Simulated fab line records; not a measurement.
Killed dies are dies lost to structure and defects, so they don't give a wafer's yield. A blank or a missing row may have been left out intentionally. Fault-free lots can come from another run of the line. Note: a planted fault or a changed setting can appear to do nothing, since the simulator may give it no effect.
fab line records || flow rit_cmos
[record] {"lots": 14, "wafers": 42, "last_day": 7}
route steps=202 shown PLDD@123 M1@202
lots that met no fault: from a run of the same line without faults
start_h: start of the lot's first displayed wafer, in hours after the record's first day || wait_h: hours since the lot's step before || " the same as in the row above || L1.1+2: one row covering several wafers at once || - value missing, or start not given || * or withheld: withheld || < > ~ a bound
route shown NAME@n: names a module that has steps shown in the file, with the first one's number in the route || usual: mean/standard deviation of fault-free wafers || same: alike in all rows || chamber/n: place in a boat || sites: the reading at each site || _std_site: how widely they spread, as a standard deviation || _edge_site: outer sites' mean less inner sites' || radius_mm: for every site, how far away it sits from the centre of the wafer || mask NAME#n: copy n || behind: tool/chamber where the wafer was last shaped || hold: what put the lot on hold/how long, in hours/how the hold closed || device: the n, p or np transistor that did not switch || end of line: at the end of the route, the tests of the same wafers || a step given without rows: its recipe and nothing more || killed: count of dies lost to structure and defects at first sort (not the wafer's yield) || map: shows each die of a wafer: x if killed, . if not, _ if none is there
set.NAME: the setting that was run; set.NAME@STEP: the one run at that earlier step || model.NAME: the simulator's own value behind a step, which no gauge read
the route's steps for a sample of lots (tables are steps, rows are wafers)
services: when a tool's chamber went out of use (start_h, in hours from the record's first day, below 0 if earlier), for how many hours, and the reason
[[steps]]
[step RIT_PLDD_STRIP_09]
[recipe] {"chemistry": "O2", "time_s": 180, "resist": "NOVOLAK", "platen_temp_c": "withheld", "power_w": 500, "pressure_mtorr": 4000, "o2_flow_sccm": 4000}
[usual] {"drypump_motor_current_A": "5.6/0.43", "o2_flow_sccm": "4004/12"}
{"lot.wafer": "L855.2", "tool": "plasma_asher-04", "chamber": 1, "start_h": 42.23, "wait_h": 0.1, "drypump_motor_current_A": 4.9, "o2_flow_sccm": 4020, "rf_hours_counter_h": 40}
{"lot.wafer": "L855.4", "tool": "plasma_asher-04", "chamber": 1, "start_h": 42.23, "wait_h": 0.1, "drypump_motor_current_A": 4.9, "o2_flow_sccm": 4028, "rf_hours_counter_h": "-"}
{"lot.wafer": "L855.5", "tool": "plasma_asher-04", "chamber": 1, "start_h": 42.23, "wait_h": 0.1, "drypump_motor_current_A": 4.9, "o2_flow_sccm": 4020, "rf_hours_counter_h": "-"}
{"lot.wafer": "L856.2", "tool": "plasma_asher-03", "chamber": 1, "start_h": 48.27, "wait_h": 0.1, "drypump_motor_current_A": 5.7, "o2_flow_sccm": 4007, "rf_hours_counter_h": 27}
{"lot.wafer": "L856.4", "tool": "plasma_asher-03", "chamber": 0, "start_h": 48.27, "wait_h": 0.1, "drypump_motor_current_A": 6.1, "o2_flow_sccm": 4012, "rf_hours_counter_h": "-"}
{"lot.wafer": "L856.5", "tool": "plasma_asher-03", "chamber": 1, "start_h": 48.27, "wait_h": 0.1, "drypump_motor_current_A": 5.7, "o2_flow_sccm": 4011, "rf_hours_counter_h": "-"}
{"lot.wafer": "L857.2", "tool": "plasma_asher-04", "chamber": 0, "start_h": 54.08, "wait_h": 0.1, "drypump_motor_current_A": 5.1, "o2_flow_sccm": 4000, "rf_hours_counter_h": 41}
{"lot.wafer": "L857.3", "tool": "plasma_asher-04", "chamber": 1, "start_h": 54.08, "wait_h": 0.1, "drypump_motor_current_A": 5.0, "o2_flow_sccm": 3991, "rf_hours_counter_h": "-"}
{"lot.wafer": "L857.5", "tool": "plasma_asher-04", "chamber": 1, "start_h": 54.08, "wait_h": 0.1, "drypump_motor_current_A": 4.9, "o2_flow_sccm": 3985, "rf_hours_counter_h": "-"}
{"lot.wafer": "L858.1", "tool": "plasma_asher-03", "chamber": 0, "start_h": 58.33, "wait_h": 0.1, "drypump_motor_current_A": 6.2, "o2_flow_sccm": 4020, "rf_hours_counter_h": 28}
{"lot.wafer": "L858.3", "tool": "plasma_asher-03", "chamber": 1, "start_h": 58.33, "wait_h": 0.1, "drypump_motor_current_A": 5.7, "o2_flow_sccm": 4015, "rf_hours_counter_h": "-"}
{"lot.wafer": "L858.4", "tool": "plasma_asher-03", "chamber": 0, "start_h": 58.33, "wait_h": 0.1, "drypump_motor_current_A": 6.2, "o2_flow_sccm": 3999, "rf_hours_counter_h": "-"}
{"lot.wafer": "L859.1", "tool": "plasma_asher-03", "chamber": 0, "start_h": 62.70, "wait_h": 0.1, "drypump_motor_current_A": 6.2, "o2_flow_sccm": 4002, "rf_hours_counter_h": 28}
{"lot.wafer": "L859.5", "tool": "plasma_asher-03", "chamber": 1, "start_h": 62.70, "wait_h": 0.1, "drypump_motor_current_A": 5.7, "o2_flow_sccm": 4017, "rf_hours_counter_h": "-"}
{"lot.wafer": "L859.6", "tool": "plasma_asher-03", "chamber": 0, "start_h": 62.70, "wait_h": 0.1, "drypump_motor_current_A": 6.2, "o2_flow_sccm": 4003, "rf_hours_counter_h": "-"}
{"lot.wafer": "L860.1", "tool": "plasma_asher-04", "chamber": 1, "start_h": 67.36, "wait_h": 0.1, "drypump_motor_current_A": 4.9, "o2_flow_sccm": 4004, "rf_hours_counter_h": 43}
{"lot.wafer": "L860.2", "tool": "plasma_asher-04", "chamber": 0, "start_h": 67.36, "wait_h": 0.1, "drypump_motor_current_A": 5.0, "o2_flow_sccm": 4004, "rf_hours_counter_h": 43}
{"lot.wafer": "L860.5", "tool": "plasma_asher-04", "chamber": 0, "start_h": 67.36, "wait_h": 0.1, "drypump_motor_current_A": 5.0, "o2_flow_sccm": 3990, "rf_hours_counter_h": "-"}
{"lot.wafer": "L862.4", "tool": "plasma_asher-01", "chamber": 1, "start_h": 79.16, "wait_h": 0.1, "drypump_motor_current_A": 5.4, "o2_flow_sccm": 4015, "rf_hours_counter_h": "-"}
{"lot.wafer": "L862.5", "tool": "plasma_asher-01", "chamber": 1, "start_h": 79.16, "wait_h": 0.1, "drypump_motor_current_A": 5.4, "o2_flow_sccm": 3997, "rf_hours_counter_h": "-"}
{"lot.wafer": "L862.6", "tool": "plasma_asher-01", "chamber": 0, "start_h": 79.16, "wait_h": 0.1, "drypump_motor_current_A": 5.5, "o2_flow_sccm": 4005, "rf_hours_counter_h": "-"}
{"lot.wafer": "L865.1", "tool": "plasma_asher-01", "chamber": 1, "start_h": 95.13, "wait_h": 0.1, "drypump_motor_current_A": 5.5, "o2_flow_sccm": 1992, "rf_hours_counter_h": 44}
{"lot.wafer": "L865.4", "tool": "plasma_asher-01", "chamber": 0, "start_h": 95.13, "wait_h": 0.1, "drypump_motor_current_A": 5.5, "o2_flow_sccm": 2023, "rf_hours_counter_h": "-"}
{"lot.wafer": "L865.5", "tool": "plasma_asher-01", "chamber": 1, "start_h": 95.13, "wait_h": 0.1, "drypump_motor_current_A": 5.5, "o2_flow_sccm": 2010, "rf_hours_counter_h": "-"}
{"lot.wafer": "L866.4", "tool": "plasma_asher-01", "chamber": 1, "start_h": 100.41, "wait_h": 0.1, "drypump_motor_current_A": 5.5, "o2_flow_sccm": 2000, "rf_hours_counter_h": "-"}
{"lot.wafer": "L866.5", "tool": "plasma_asher-01", "chamber": 1, "start_h": 100.41, "wait_h": 0.1, "drypump_motor_current_A": 5.5, "o2_flow_sccm": 2003, "rf_hours_counter_h": "-"}
{"lot.wafer": "L866.6", "tool": "plasma_asher-01", "chamber": 0, "start_h": 100.41, "wait_h": 0.1, "drypump_motor_current_A": 5.5, "o2_flow_sccm": 2006, "rf_hours_counter_h": "-"}
{"lot.wafer": "L873.1", "tool": "plasma_asher-03", "chamber": 0, "start_h": 144.91, "wait_h": 0.1, "drypump_motor_current_A": 6.1, "o2_flow_sccm": 4017, "rf_hours_counter_h": 37}
{"lot.wafer": "L873.2", "tool": "plasma_asher-03", "chamber": 1, "start_h": 144.91, "wait_h": 0.1, "drypump_motor_current_A": 5.8, "o2_flow_sccm": 4010, "rf_hours_counter_h": 37}
{"lot.wafer": "L873.5", "tool": "plasma_asher-03", "chamber": 1, "start_h": 144.91, "wait_h": 0.1, "drypump_motor_current_A": 5.7, "o2_flow_sccm": 4018, "rf_hours_counter_h": "-"}
{"lot.wafer": "L874.1", "tool": "plasma_asher-04", "chamber": 1, "start_h": 148.64, "wait_h": 0.1, "drypump_motor_current_A": 4.9, "o2_flow_sccm": 3995, "rf_hours_counter_h": 50}
{"lot.wafer": "L874.3", "tool": "plasma_asher-04", "chamber": 0, "start_h": 148.64, "wait_h": 0.1, "drypump_motor_current_A": 5.1, "o2_flow_sccm": 4007, "rf_hours_counter_h": "-"}
{"lot.wafer": "L874.5", "tool": "plasma_asher-04", "chamber": 1, "start_h": 148.64, "wait_h": 0.1, "drypump_motor_current_A": 4.9, "o2_flow_sccm": 3983, "rf_hours_counter_h": "-"}
{"lot.wafer": "L875.4", "tool": "plasma_asher-03", "chamber": 0, "start_h": 150.15, "wait_h": 0.1, "drypump_motor_current_A": 6.1, "o2_flow_sccm": 4008, "rf_hours_counter_h": "-"}
{"lot.wafer": "L875.5", "tool": "plasma_asher-03", "chamber": 0, "start_h": 150.15, "wait_h": 0.1, "drypump_motor_current_A": 6.1, "o2_flow_sccm": 4018, "rf_hours_counter_h": "-"}
{"lot.wafer": "L875.6", "tool": "plasma_asher-03", "chamber": 1, "start_h": 150.15, "wait_h": 0.1, "drypump_motor_current_A": 5.7, "o2_flow_sccm": 3985, "rf_hours_counter_h": "-"}
{"lot.wafer": "L877.2", "tool": "plasma_asher-04", "chamber": 0, "start_h": 160.18, "wait_h": 0.1, "drypump_motor_current_A": 5.1, "o2_flow_sccm": 4014, "rf_hours_counter_h": 51}
{"lot.wafer": "L877.3", "tool": "plasma_asher-04", "chamber": 0, "start_h": 160.18, "wait_h": 0.1, "drypump_motor_current_A": 5.1, "o2_flow_sccm": 4005, "rf_hours_counter_h": "-"}
{"lot.wafer": "L877.6", "tool": "plasma_asher-04", "chamber": 1, "start_h": 160.18, "wait_h": 0.1, "drypump_motor_current_A": 5.0, "o2_flow_sccm": 3999, "rf_hours_counter_h": "-"}
{"lot.wafer": "L878.3", "tool": "plasma_asher-03", "chamber": 1, "start_h": 163.00, "wait_h": 0.1, "drypump_motor_current_A": 5.8, "o2_flow_sccm": 4006, "rf_hours_counter_h": "-"}
{"lot.wafer": "L878.4", "tool": "plasma_asher-03", "chamber": 0, "start_h": 163.00, "wait_h": 0.1, "drypump_motor_current_A": 6.2, "o2_flow_sccm": 4016, "rf_hours_counter_h": "-"}
{"lot.wafer": "L878.5", "tool": "plasma_asher-03", "chamber": 1, "start_h": 163.00, "wait_h": 0.1, "drypump_motor_current_A": 5.7, "o2_flow_sccm": 4008, "rf_hours_counter_h": "-"}
[step RIT_M1_PROBE_99]
[usual] {"killed_at_contacts": "0.1/0.31", "killed_at_front_end": "7.1/2.8", "killed_dies": "7.2/2.8", "killed_open": "3.5/2", "killed_short": "3.7/1.9"}
[same] {"gross_dies": 264, "killed_at_M0_to_M3": 0, "killed_at_M4_up": 0, "killed_at_back_side": 0, "killed_at_other": 0}
{"lot.wafer": "L857.2", "tool": "prober-01", "chamber": "-", "start_h": 67.87, "wait_h": 0.1, "killed_at_contacts": 0, "killed_at_front_end": 6, "killed_dies": 6, "killed_open": 3, "killed_short": 3}
{"lot.wafer": "L857.3", "tool": "prober-01", "chamber": "-", "start_h": 67.92, "wait_h": 0.2, "killed_at_contacts": 0, "killed_at_front_end": 5, "killed_dies": 5, "killed_open": 1, "killed_short": 4}
{"lot.wafer": "L857.5", "tool": "prober-01", "chamber": "-", "start_h": 68.02, "wait_h": 0.2, "killed_at_contacts": 0, "killed_at_front_end": 9, "killed_dies": 9, "killed_open": 5, "killed_short": 4}
{"lot.wafer": "L862.4", "tool": "prober-02", "chamber": "-", "start_h": 93.95, "wait_h": 0.2, "killed_at_contacts": 0, "killed_at_front_end": 8, "killed_dies": 8, "killed_open": 3, "killed_short": 5}
{"lot.wafer": "L862.5", "tool": "prober-02", "chamber": "-", "start_h": 94.00, "wait_h": 0.2, "killed_at_contacts": 1, "killed_at_front_end": 6, "killed_dies": 7, "killed_open": 3, "killed_short": 4}
{"lot.wafer": "L862.6", "tool": "prober-02", "chamber": "-", "start_h": 94.05, "wait_h": 0.2, "killed_at_contacts": 0, "killed_at_front_end": 4, "killed_dies": 4, "killed_open": 1, "killed_short": 3}
{"lot.wafer": "L865.1", "tool": "prober-01", "chamber": "-", "start_h": 110.02, "wait_h": 0.1, "killed_at_contacts": 0, "killed_at_front_end": 4, "killed_dies": 4, "killed_open": 2, "killed_short": 2}
{"lot.wafer": "L865.4", "tool": "prober-01", "chamber": "-", "start_h": 110.17, "wait_h": 0.2, "killed_at_contacts": 0, "killed_at_front_end": 12, "killed_dies": 12, "killed_open": 6, "killed_short": 6}
{"lot.wafer": "L865.5", "tool": "prober-01", "chamber": "-", "start_h": 110.22, "wait_h": 0.2, "killed_at_contacts": 0, "killed_at_front_end": 8, "killed_dies": 8, "killed_open": 4, "killed_short": 4}
{"lot.wafer": "L873.1", "tool": "prober-01", "chamber": "-", "start_h": 159.17, "wait_h": 0.1, "killed_at_contacts": 0, "killed_at_front_end": 7, "killed_dies": 7, "killed_open": 5, "killed_short": 2}
{"lot.wafer": "L873.2", "tool": "prober-01", "chamber": "-", "start_h": 159.22, "wait_h": 0.1, "killed_at_contacts": 0, "killed_at_front_end": 5, "killed_dies": 5, "killed_open": 3, "killed_short": 2}
{"lot.wafer": "L873.5", "tool": "prober-01", "chamber": "-", "start_h": 159.37, "wait_h": 0.2, "killed_at_contacts": 1, "killed_at_front_end": 7, "killed_dies": 8, "killed_open": 5, "killed_short": 3}
{"lot.wafer": "L875.4", "tool": "prober-01", "chamber": "-", "start_h": 165.09, "wait_h": 0.2, "killed_at_contacts": 0, "killed_at_front_end": 12, "killed_dies": 12, "killed_open": 6, "killed_short": 6}
{"lot.wafer": "L875.5", "tool": "prober-01", "chamber": "-", "start_h": 165.14, "wait_h": 0.2, "killed_at_contacts": 1, "killed_at_front_end": 11, "killed_dies": 12, "killed_open": 7, "killed_short": 5}
{"lot.wafer": "L875.6", "tool": "prober-01", "chamber": "-", "start_h": 165.19, "wait_h": 0.2, "killed_at_contacts": 0, "killed_at_front_end": 10, "killed_dies": 10, "killed_open": 6, "killed_short": 4}
{"lot.wafer": "L878.3", "tool": "prober-02", "chamber": "-", "start_h": 179.12, "wait_h": 0.2, "killed_at_contacts": 0, "killed_at_front_end": 6, "killed_dies": 6, "killed_open": 2, "killed_short": 4}
{"lot.wafer": "L878.4", "tool": "prober-02", "chamber": "-", "start_h": 179.17, "wait_h": 0.2, "killed_at_contacts": 0, "killed_at_front_end": 5, "killed_dies": 5, "killed_open": 1, "killed_short": 4}
{"lot.wafer": "L878.5", "tool": "prober-02", "chamber": "-", "start_h": 179.22, "wait_h": 0.2, "killed_at_contacts": 0, "killed_at_front_end": 2, "killed_dies": 2, "killed_open": 1, "killed_short": 1}
// killed by level:class
L857.2 GATE:geometric_particle:open=3 FOX2:geometric_particle:short=1 SPACER:geometric_particle:short=1 SILICIDE:geometric_particle:short=1
L857.3 GATE:geometric_particle:short=2 FOX2:geometric_particle:open=1 SPACER:geometric_particle:short=1 SILICIDE:geometric_particle:short=1
L857.5 GATE:geometric_particle:open=4 REOX:geometric_particle:short=2 FOX2:geometric_particle:open=1 FOX2:geometric_particle:short=1 GATE:geometric_particle:short=1
L862.4 SPACER:geometric_particle:short=2 FOX1:geometric_particle:short=1 FOX2:geometric_particle:open=1 GATE:geometric_particle:open=1 GATE:geometric_particle:short=1 REOX:geometric_particle:short=1 SPACER:geometric_particle:open=1
L862.5 FOX1:geometric_particle:short=1 GATE:geometric_particle:short=1 GATE:geometric_particle:open=1 REOX:geometric_particle:open=1 REOX:geometric_particle:short=1 SPACER:geometric_particle:short=1 CONTACT:geometric_particle:open=1
L862.6 FOX1:geometric_particle:short=1 SPACER:geometric_particle:open=1 SPACER:geometric_particle:short=1 SILICIDE:geometric_particle:short=1
L865.1 GATE:geometric_particle:short=1 REOX:geometric_particle:open=1 SILICIDE:geometric_particle:short=1 SILICIDE:geometric_particle:open=1
L865.4 GATE:geometric_particle:short=5 GATE:geometric_particle:open=3 REOX:geometric_particle:open=2 FOX1:geometric_particle:open=1 REOX:geometric_particle:short=1
L865.5 GATE:geometric_particle:short=3 FOX1:geometric_particle:open=1 FOX1:geometric_particle:short=1 FOX2:geometric_particle:open=1 REOX:geometric_particle:open=1 SPACER:geometric_particle:open=1
L873.1 GATE:geometric_particle:open=3 FOX1:geometric_particle:open=1 GATE:geometric_particle:short=1 SPACER:geometric_particle:short=1 SPACER:geometric_particle:open=1
L873.2 GATE:geometric_particle:open=3 FOX2:geometric_particle:short=1 GATE:geometric_particle:short=1
L873.5 FOX1:geometric_particle:open=2 REOX:geometric_particle:open=2 GATE:geometric_particle:short=1 GATE:geometric_particle:open=1 SPACER:geometric_particle:short=1 CONTACT:geometric_particle:short=1
L875.4 GATE:geometric_particle:short=5 GATE:geometric_particle:open=5 REOX:geometric_particle:open=1 SPACER:geometric_particle:short=1
L875.5 GATE:geometric_particle:open=3 FOX1:geometric_particle:short=2 FOX2:geometric_particle:short=1 GATE:geometric_particle:short=1 REOX:geometric_particle:open=1 SPACER:geometric_particle:open=1 SPACER:geometric_particle:short=1 SILICIDE:geometric_particle:open=1
L875.6 GATE:geometric_particle:short=2 GATE:geometric_particle:open=2 SPACER:geometric_particle:open=2 REOX:geometric_particle:short=1 REOX:geometric_particle:open=1 SPACER:geometric_particle:short=1 SILICIDE:geometric_particle:open=1
L878.3 FOX1:geometric_particle:short=2 GATE:geometric_particle:open=1 GATE:geometric_particle:short=1 SILICIDE:geometric_particle:open=1 SILICIDE:geometric_particle:short=1
L878.4 GATE:geometric_particle:short=1 REOX:geometric_particle:open=1 REOX:geometric_particle:short=1 SPACER:geometric_particle:short=1 SILICIDE:geometric_particle:short=1
L878.5 GATE:geometric_particle:open=1 REOX:geometric_particle:short=1
[[services]]
{"tool": "plasma_asher-01", "chamber": "-", "start_h": 87.05, "hours": 0.5, "kind": "repair"}
{"tool": "plasma_asher-01", "chamber": "-", "start_h": 108.75, "hours": 9.0, "kind": "pm"}
{"tool": "plasma_asher-01", "chamber": 0, "start_h": 108.75, "hours": 9.0, "kind": "vent_cycle"}
{"tool": "plasma_asher-01", "chamber": 1, "start_h": 108.75, "hours": 9.0, "kind": "vent_cycle"}
{"tool": "plasma_asher-01", "chamber": 0, "start_h": 117.75, "hours": "-", "kind": "clean"}
{"tool": "plasma_asher-01", "chamber": 1, "start_h": 117.75, "hours": "-", "kind": "clean"}
[[key]]
[first_sign] {"step": "RIT_PLDD_STRIP_09", "reading": "o2_flow_sccm", "direction": "down", "sigmas": "99+", "usual": 4004, "struck": 2006}
effect none on later readings
met_at RIT_PLDD_STRIP_09
struck_lots L865,L866
tester_left_out L865,L866
onset_between 79.16 95.13
[fault] {"kind": "process_parameter_drift", "tool": "plasma_asher-01", "chamber": "-", "onset_h": 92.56, "steps": "RIT_PLDD_STRIP_09", "channel": "o2_flow_sccm", "offset": -2000, "shape": "step", "end_h": 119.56, "acts_in": "these_recipes_only", "stated": 4000}
// tester_left_out: of these lots the tester's yield and bins aren't shown, on N5 and GAA mostly nor the transistor test; their killed dies are dies lost to structure and defects alone, not to doping, threshold or leakage, so they don't give the yield
